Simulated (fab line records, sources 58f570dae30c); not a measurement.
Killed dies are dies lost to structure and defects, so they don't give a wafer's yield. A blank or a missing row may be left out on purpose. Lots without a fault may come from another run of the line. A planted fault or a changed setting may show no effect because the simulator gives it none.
Chamber matching | flow berkeley_cmos170 | UCB170_ACTIVE_CLEAN_00 on wet_bench-02: 4 sister chambers
The step cleans in SPM, time 600 s. 4 wafers are shown with their chamber, then 8 later ones without.

WAFERS WITH THEIR CHAMBER
wafer  | chamber | bath_heat_duty_pct (%)
L782.6 | 2       | 12.7
L783.6 | 3       | 12.7
L784.6 | 1       | 14.4
L785.3 | 0       | 12.0

WAFERS WITHOUT THEIR CHAMBER
wafer  | bath_heat_duty_pct (%)
L785.4 | 11.5
L785.6 | 12.3
L786.1 | 13.2
L786.2 | 12.8
L786.6 | 13.4
L787.2 | 14.1
L787.5 | 12.2
L787.6 | 12.8

WHICH CHAMBER EACH WENT THROUGH
wafer  | from the rows above               | in truth
L785.4 | can't be placed: 0 or 2 or 3      | 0
L785.6 | can't be placed: 0 or 2 or 3      | 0
L786.1 | can't be placed: 2 or 3 or 0 or 1 | 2
L786.2 | can't be placed: 2 or 3 or 0      | 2
L786.6 | can't be placed: 2 or 3 or 1 or 0 | 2
L787.2 | 1                                 | 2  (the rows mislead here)
L787.5 | can't be placed: 0 or 2 or 3      | 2
L787.6 | can't be placed: 2 or 3 or 0      | 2
Placed correctly: 0 of 8. Can't be placed from these rows: 7 (the true chamber is among the candidates in 7). Placed wrongly: 1.
How it was worked out, from the rows above alone: a wafer's distance from a chamber is the root of the sum, over the readings, of the square of ((its reading less the chamber's mean) divided by the reading's scatter). The wafer belongs to the nearest chamber; if the next one is less than 2 further off, it can't be placed. A chamber's mean is the mean of its shown wafers. The scatter: with one shown wafer a chamber, the root of the mean of the squares of how far each hidden wafer lies from its nearest shown one.
